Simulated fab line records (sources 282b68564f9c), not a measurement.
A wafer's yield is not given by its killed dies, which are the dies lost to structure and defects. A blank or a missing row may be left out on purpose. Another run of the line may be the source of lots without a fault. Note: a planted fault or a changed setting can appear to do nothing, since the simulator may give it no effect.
fab line records ; flow rit_cmos
record: lots: 15; wafers: 45; last_day: 8
route steps=202 shown CONTACT@168 M1@202
lots that met no fault: from a run of the same line without faults
start_h: start of the lot's first displayed wafer, in hours after the record's first day ; wait_h: hours since the lot's step before ; " same as the row above ; L1.1+2: a row that stands for several wafers ; - either no value or no given start ; * or withheld: withheld ; < > ~ a bound
route shown NAME@n: names a module that has steps shown in the file, with the first one's number in the route ; usual: mean/standard deviation taken from wafers without a fault ; same: alike in all rows ; chamber/n: place in a boat ; sites: the reading at each site ; _std_site: standard deviation of those values ; _edge_site: outer sites' mean less inner sites' ; radius_mm: for every site, how far away it sits from the centre of the wafer ; mask NAME#n: copy n ; behind: tool/chamber where the wafer was last shaped ; hold: the reason the lot was held/the length of the hold in hours/how it ended ; device: whichever transistor did not switch (one of n, p or np) ; end of line: at the end of the route, the tests of the same wafers ; where a step has no rows: the recipe by itself ; killed: dies that structure and defects cost at the first sort, which is not the same as the wafer's yield ; map: shows each die of a wafer: x if killed, . if not, _ if none is there
set.NAME: the setting the step ran with; set.NAME@STEP: the setting that earlier step ran with ; model.NAME: the simulator's own value behind a step, which no gauge read
steps of the route over a sample of lots; a table a step, a row a wafer
services: a tool's chamber out of use, with start hour (start_h, from the record's first day; less than 0 if before it), hours out, and reason
== steps ==
step: RIT_CONTACT_CVD_00
recipe: material: SiO2; target_thk_nm: 400; precursor: TEOS; temp_c: 390; time_s: 61; rf_w: 400
usual: heater_power_w: 320/62; rf_fwd_power_W: 396.8/1.8; susceptor_temp_C: 389.99/0.21
lot.wafer;tool;chamber;start_h;wait_h;heater_power_w;rf_fwd_power_W;susceptor_temp_C
L999.2;pecvd-01;1;76.26;0.0;405;393.1;389.79
L999.3;pecvd-01;2;76.26;0.0;249;395.7;389.98
L999.5;pecvd-01;0;76.26;0.0;289;395.0;390.16
L102.1;pecvd-01;1;93.57;0.1;-;-;-
L102.2;pecvd-01;0;93.57;0.1;-;-;-
L102.5;pecvd-01;0;93.57;0.1;-;-;-
L103.2;pecvd-04;1;96.40;0.0;-;-;-
L103.4;pecvd-04;1;96.40;0.0;-;-;-
L103.5;pecvd-04;0;96.40;0.0;-;-;-
L104.1;pecvd-03;2;100.11;0.1;-;-;-
L104.2;pecvd-03;1;100.11;0.1;-;-;-
L104.3;pecvd-03;0;100.11;0.1;-;-;-
L106.2;pecvd-04;2;110.13;0.0;475;397.2;389.88
L106.4;pecvd-04;0;110.13;0.0;285;398.0;389.85
L106.6;pecvd-04;1;110.13;0.0;285;398.6;389.78
L107.1;pecvd-03;2;116.76;0.1;367;397.4;389.99
L107.3;pecvd-03;0;116.76;0.1;319;397.9;390.15
L107.4;pecvd-03;0;116.76;0.1;333;399.3;390.41
L108.2;pecvd-01;2;120.55;0.0;238;398.3;389.98
L108.4;pecvd-01;2;120.55;0.0;246;397.8;390.33
L108.5;pecvd-01;0;120.55;0.0;287;395.4;390.08
L109.1;pecvd-04;1;130.47;0.1;339;397.5;389.89
L109.5;pecvd-04;0;130.47;0.1;281;393.2;389.69
L109.6;pecvd-04;2;130.47;0.1;448;395.4;390.20
L111.1;pecvd-01;0;140.31;0.1;294;396.4;390.24
L111.3;pecvd-01;2;140.31;0.1;253;395.9;389.83
L111.5;pecvd-01;0;140.31;0.1;212;395.0;390.20
L112.1;pecvd-04;1;150.97;0.1;363;399.2;390.40
L112.3;pecvd-04;2;150.97;0.1;458;397.9;390.07
L112.4;pecvd-04;1;150.97;0.1;367;399.5;389.80
L113.1;pecvd-03;1;152.88;0.1;224;396.5;389.64
L113.5;pecvd-03;1;152.88;0.1;260;397.3;389.80
L113.6;pecvd-03;2;152.88;0.1;320;398.7;390.37
L114.1;pecvd-01;0;159.82;0.1;291;393.5;389.90
L114.5;pecvd-01;0;159.82;0.1;293;392.9;390.05
L114.6;pecvd-01;2;159.82;0.1;310;397.8;389.88
L115.3;pecvd-04;2;164.77;0.0;379;398.7;389.78
L115.4;pecvd-04;2;164.77;0.0;398;398.1;389.74
L115.5;pecvd-04;0;164.77;0.0;240;394.7;389.78
L116.1;pecvd-03;1;169.89;0.1;252;398.8;390.12
L116.3;pecvd-03;2;169.89;0.1;327;397.8;389.64
L116.5;pecvd-03;0;169.89;0.1;261;398.8;390.13
L117.1;pecvd-01;1;176.34;0.1;389;395.0;390.03
L117.2;pecvd-01;0;176.34;0.1;291;396.2;390.27
L117.3;pecvd-01;2;176.34;0.1;298;397.3;389.60
step: RIT_M1_PROBE_99
usual: defect_limited_yield: 97.5/1.1; killed_at_M0_to_M3: 0.0/0.14; killed_at_contacts: 0.1/0.3; killed_at_front_end: 6.5/2.9; killed_dies: 6.6/3; killed_open: 3.3/2; killed_short: 3.3/1.9; sort_bin_3_pad_short: 0.1/0.2; sort_bin_5_function: 1.4/0.78; sort_bin_6_memory: 1.0/0.71; sort_n_pass: 257.4/3; sort_yield_pct: 97.5/1.1
same: gross_dies: 264; killed_at_M4_up: 0; killed_at_back_side: 0; killed_at_other: 0
lot.wafer;tool;chamber;start_h;wait_h;defect_limited_yield[%];killed_at_M0_to_M3;killed_at_contacts;killed_at_front_end;killed_dies;killed_open;killed_short;sort_bin_3_pad_short[%];sort_bin_5_function[%];sort_bin_6_memory[%];sort_n_pass;sort_yield_pct[%]
L108.2;prober-01;-;129.44;0.1;96.6;0;1;8;9;5;4;0;1.9;1.5;255.0;96.6
L108.4;prober-01;-;129.54;0.2;98.1;0;0;5;5;2;3;0;1.9;0;259.0;98.1
L108.5;prober-01;-;129.59;0.2;98.1;0;0;5;5;4;1;0;1.1;0.8;259.0;98.1
L109.1;prober-02;-;136.72;0.1;97.0;0;0;8;8;4;4;0.4;1.1;1.5;256.0;97.0
L109.5;prober-02;-;136.92;0.2;97.3;0;0;7;7;3;4;0;0.4;2.3;257.0;97.3
L109.6;prober-02;-;136.97;0.2;94.3;0;0;15;15;7;8;0;3.0;2.7;249.0;94.3
L111.1;prober-02;-;150.05;0.1;97.0;0;0;8;8;4;4;0;1.9;1.1;256.0;97.0
L111.3;prober-02;-;150.15;0.2;96.6;0;0;9;9;5;4;0.4;2.3;0.8;255.0;96.6
L111.5;prober-02;-;150.25;0.2;97.0;0;0;8;8;0;8;0;1.1;1.9;256.0;97.0
L115.3;prober-02;-;171.53;0.2;96.6;0;0;9;9;3;6;0.4;1.5;1.5;255.0;96.6
L115.4;prober-02;-;171.58;0.2;98.1;0;0;5;5;2;3;0.8;1.1;0;259.0;98.1
L115.5;prober-02;-;171.63;0.2;97.3;0;0;7;7;5;2;0;0.8;1.9;257.0;97.3
killed by level:class
L108.2 FOX1:geometric_particle:short=3 SPACER:geometric_particle:open=2 FOX2:geometric_particle:open=1 GATE:geometric_particle:open=1 REOX:geometric_particle:short=1 CONTACT:geometric_particle:open=1
L108.4 REOX:geometric_particle:open=2 SPACER:geometric_particle:short=2 REOX:geometric_particle:short=1
L108.5 SPACER:geometric_particle:open=3 FOX1:geometric_particle:short=1 FOX2:geometric_particle:open=1
L109.1 REOX:geometric_particle:short=4 GATE:geometric_particle:open=2 FOX1:geometric_particle:open=1 REOX:geometric_particle:open=1
L109.5 REOX:geometric_particle:open=2 FOX1:geometric_particle:short=1 FOX2:geometric_particle:open=1 FOX2:geometric_particle:short=1 GATE:geometric_particle:short=1 SPACER:geometric_particle:short=1
L109.6 FOX2:geometric_particle:open=3 GATE:geometric_particle:short=3 FOX1:geometric_particle:short=2 REOX:geometric_particle:short=2 FOX1:geometric_particle:open=1 FOX2:geometric_particle:short=1 GATE:geometric_particle:open=1 REOX:geometric_particle:open=1
L111.1 REOX:geometric_particle:short=2 SILICIDE:geometric_particle:open=2 SPACER:geometric_particle:short=1 FOX2:geometric_particle:short=1 FOX2:geometric_particle:open=1 GATE:geometric_particle:open=1
L111.3 FOX2:geometric_particle:open=3 GATE:geometric_particle:open=2 REOX:geometric_particle:short=2 FOX2:geometric_particle:short=1 SPACER:geometric_particle:short=1
L111.5 GATE:geometric_particle:short=2 REOX:geometric_particle:short=2 SPACER:geometric_particle:short=2 FOX1:geometric_particle:short=1 FOX2:geometric_particle:short=1
L115.3 FOX1:geometric_particle:short=3 FOX1:geometric_particle:open=2 GATE:geometric_particle:open=1 GATE:geometric_particle:short=1 REOX:geometric_particle:short=1 SPACER:geometric_particle:short=1
L115.4 GATE:geometric_particle:open=2 FOX1:geometric_particle:short=1 FOX2:geometric_particle:short=1 SPACER:geometric_particle:short=1
L115.5 GATE:geometric_particle:open=2 SILICIDE:geometric_particle:short=2 FOX1:geometric_particle:open=1 FOX2:geometric_particle:open=1 SILICIDE:geometric_particle:open=1
== services ==
tool;chamber;start_h;hours;kind
pecvd-03;-;91.22;6.0;pm
pecvd-01;1;129.70;8.2;repair
pecvd-03;0;148.17;20.0;repair
== key ==
first_sign: step: RIT_CONTACT_CVD_00; reading: tool_record; direction: missing
effect none on later readings
met_at RIT_CONTACT_CVD_00
struck_lots L102,L103,L104
scrapped_behind RIT_CONTACT_THK_MEAS_01 L102.1,L102.2,L102.5,L103.2,L103.4,L103.5,L104.1,L104.2,L104.3
onset_between 76.26 93.57
fault: kind: skipped_step_whole; tool: pecvd-01,pecvd-03,pecvd-04; chamber: -; onset_h: 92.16; steps: RIT_CONTACT_CVD_00; scope: struck_lots_only
